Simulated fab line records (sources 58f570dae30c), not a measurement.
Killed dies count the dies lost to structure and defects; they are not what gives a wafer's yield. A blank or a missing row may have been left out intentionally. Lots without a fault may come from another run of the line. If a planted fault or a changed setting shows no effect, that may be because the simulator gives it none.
What tool caused it?	flow berkeleyCmos170	15 lots, 45 wafers sampled, at 4 steps of a route of 331

WHAT THE GAUGES SHOWED, per wafer
UCB170_PWELL_THK_MEAS_03. Usual: PWELL_OXIDE_THK gives 26.2 nm (standard deviation 0.43).
lot	measured	on	PWELL_OXIDE_THK (nm)	flag
L136	day 3 02:29	filmMetro-03	26.2 26.4 26.4	
L137	day 3 02:30	filmMetro-02	25.8 25.6 25.9	
L138	day 3 09:20	filmMetro-03	26.9 27.3 27.5	
L139	day 3 18:53	filmMetro-03	26.4 26.3 26.0	
L141	day 3 18:55	filmMetro-04	26.1 26.4 26.4	
L142	day 4 06:12	filmMetro-02	26.2 26.2 25.9	
L144	day 4 23:43	filmMetro-04	26.6 26.6 26.8	
L148	day 5 12:37	filmMetro-04	26.1 25.7 26.0	
L152	day 6 04:41	filmMetro-03	26.2 25.7 25.6	
L153	day 6 14:52	filmMetro-04	26.2 26.7 26.5	
L154	day 6 19:23	filmMetro-04	25.9 25.8 26.0	
L156	day 7 11:16	filmMetro-02	26.3 26.0 26.1	
L157	day 7 11:17	filmMetro-03	25.4 26.0 26.3	
L158	day 7 11:16	filmMetro-04	26.5 26.7 26.4	
L159	day 7 22:52	filmMetro-04	26.1 26.2 26.5	

UCB170_PFIELD_OVL_MEAS_06. Usual: PFIELD_OVL gives -3 nm (standard deviation 5.9).
lot	measured	on	PFIELD_OVL (nm)	flag
L136	day 4 20:30	overlay-01	-14 -10 -10	
L137	day 4 20:40	overlay-01	-9 -7 2	
L138	day 5 03:34	overlay-01	-3 0 -1	
L139	day 5 14:09	overlay-02	1 -7 -7	
L141	day 5 16:02	overlay-02	1 0 7	
L142	day 6 03:26	overlay-01	-1 -4 -2	
L144	day 6 22:26	overlay-02	-2 2 -2	
L148	day 7 08:23	overlay-01	-7 -4 -10	
L152	day 8 06:47	overlay-01	-4 -6 -7	
L153	day 8 06:30	overlay-01	-5 -6 -2	
L154	day 8 07:04	overlay-02	-8 -7 2	
L156	day 9 04:12	overlay-01	0 -10 -19	
L157	day 9 04:29	overlay-01	-1 -1 -12	
L158	day 9 03:59	overlay-02	0 -10 -5	
L159	day 9 17:03	overlay-01	-8 -6 -1	

WHICH TOOL RAN EACH LOT (tool, then ch and the chambers of the sampled wafers, then the start)
lot	UCB170_ZERO_DEVELOP_05	UCB170_ZERO_ETCH_06
L136	lithoTrack-01 ch 0, day 2 01:00	rieDiel-03 ch 0,1, day 2 01:18
L137	lithoTrack-02 ch 0, day 2 01:00	rieDiel-01 ch 2,3, day 2 01:32
L138	lithoTrack-04 ch 0, day 2 07:00	rieDiel-01 ch 2,3, day 2 07:46
L139	lithoTrack-04 ch 0, day 2 13:00	rieDiel-01 ch 0,2,3, day 2 13:51
L141	lithoTrack-04 ch 0, day 2 21:00	rieDiel-02 ch 1,3, day 2 22:04
L142	lithoTrack-04 ch 0, day 3 04:00	rieDiel-01 ch 1,2, day 3 05:07
L144	lithoTrack-04 ch 0, day 3 11:00	rieDiel-03 ch 0,1,3, day 3 11:08
L148	lithoTrack-01 ch 0, day 4 09:00	rieDiel-02 ch 0,1, day 4 09:12
L152	lithoTrack-01 ch 0, day 5 03:00	rieDiel-02 ch 0,1, day 5 03:59
L153	lithoTrack-02 ch 0, day 5 10:00	rieDiel-01 ch 2,3, day 5 11:03
L154	lithoTrack-02 ch 0, day 5 16:00	rieDiel-03 ch 0,3, day 5 16:40
L156	lithoTrack-01 ch 0, day 6 01:00	rieDiel-03 ch 0,1,2, day 6 01:28
L157	lithoTrack-01 ch 0, day 6 10:00	rieDiel-02 ch 1,2, day 6 10:48
L158	lithoTrack-04 ch 0, day 6 10:00	rieDiel-01 ch 2,3, day 6 10:52
L159	lithoTrack-04 ch 0, day 6 18:00	rieDiel-03 ch 0,2,3, day 6 18:19
- UCB170_ZERO_DEVELOP_05: develop time 45 s.
- UCB170_ZERO_ETCH_06: etches SiO2 in CHF3/CF4/Ar, time 12 s.

WHAT THE TOOLS THEMSELVES READ (means of the sampled wafers that have a number; where no wafer has one, the mark that the record gives instead)
UCB170_ZERO_DEVELOP_05. Usual: developerTempC at 21.01 C, with a standard deviation of 0.12.
lot	tool	developerTempC (C)	flag
L136	lithoTrack-01	21.02	
L137	lithoTrack-02	21.06	
L138	lithoTrack-04	20.95	
L139	lithoTrack-04	21.19	
L141	lithoTrack-04	21.81	OFF
L142	lithoTrack-04	21.75	OFF
L144	lithoTrack-04	21.84	OFF
L148	lithoTrack-01	20.99	
L152	lithoTrack-01	21.09	
L153	lithoTrack-02	20.95	
L154	lithoTrack-02	21.03	
L156	lithoTrack-01	20.88	
L157	lithoTrack-01	20.82	
L158	lithoTrack-04	21.09	
L159	lithoTrack-04	21.17	

UCB170_ZERO_ETCH_06. Usual: drypumpMotorCurrentA 5.8 A, standard deviation 0.32; mfcArSccm 120.0 sccm, standard deviation 0.37; oesProductAu 0.618 a.u., standard deviation 0.0085; throttleValvePct 9.27 %, standard deviation 0.16.
lot	tool	drypumpMotorCurrentA (A)	mfcArSccm (sccm)	oesProductAu (a.u.)	throttleValvePct (%)	flag
L136	rieDiel-03	5.9	120.2	0.614	9.31	
L137	rieDiel-01	5.5	119.6	0.627	9.28	
L138	rieDiel-01	5.5	119.4	0.623	9.27	
L139	rieDiel-01	5.8	120.3	0.627	9.28	
L141	rieDiel-02	5.7	120.1	0.608	9.14	
L142	rieDiel-01	5.8	119.7	0.612	9.39	
L144	rieDiel-03	6.0	119.9	0.615	9.34	
L148	rieDiel-02	5.4	119.8	0.622	9.11	
L152	rieDiel-02	5.6	119.8	0.617	9.06	
L153	rieDiel-01	5.7	120.2	0.621	9.32	
L154	rieDiel-03	6.2	119.3	0.616	9.40	
L156	rieDiel-03	6.1	120.1	0.612	9.22	
L157	rieDiel-02	5.7	119.8	0.612	9.08	
L158	rieDiel-01	5.7	120.2	0.617	9.32	
L159	rieDiel-03	6.2	120.3	0.622	9.24	

THE ANSWER, worked out from the rows above alone
Rule: a lot is off if the mean of its wafers that have a number lies more than 3 standard deviations from the usual mean. A lot without any number at a reading at which 4 lots or more have one is off too. The other lots that the step has rows for count as sound. The gauges are gone through in route order, then the tools' own readings, and for those a lot's mean is taken as printed above. The first step at which some lot is off is used, and at that step the reading that is off furthest; a lot without a number counts as furthest.
Off, at UCB170_ZERO_DEVELOP_05 on developerTempC: L141, L142, L144.
If a tool, at that step or one of the process steps before it, ran each lot that is off and ran no sound lot following the first of them, it fits. No candidate that was tried fits.

WHAT THE SIMULATOR HAD PUT IN
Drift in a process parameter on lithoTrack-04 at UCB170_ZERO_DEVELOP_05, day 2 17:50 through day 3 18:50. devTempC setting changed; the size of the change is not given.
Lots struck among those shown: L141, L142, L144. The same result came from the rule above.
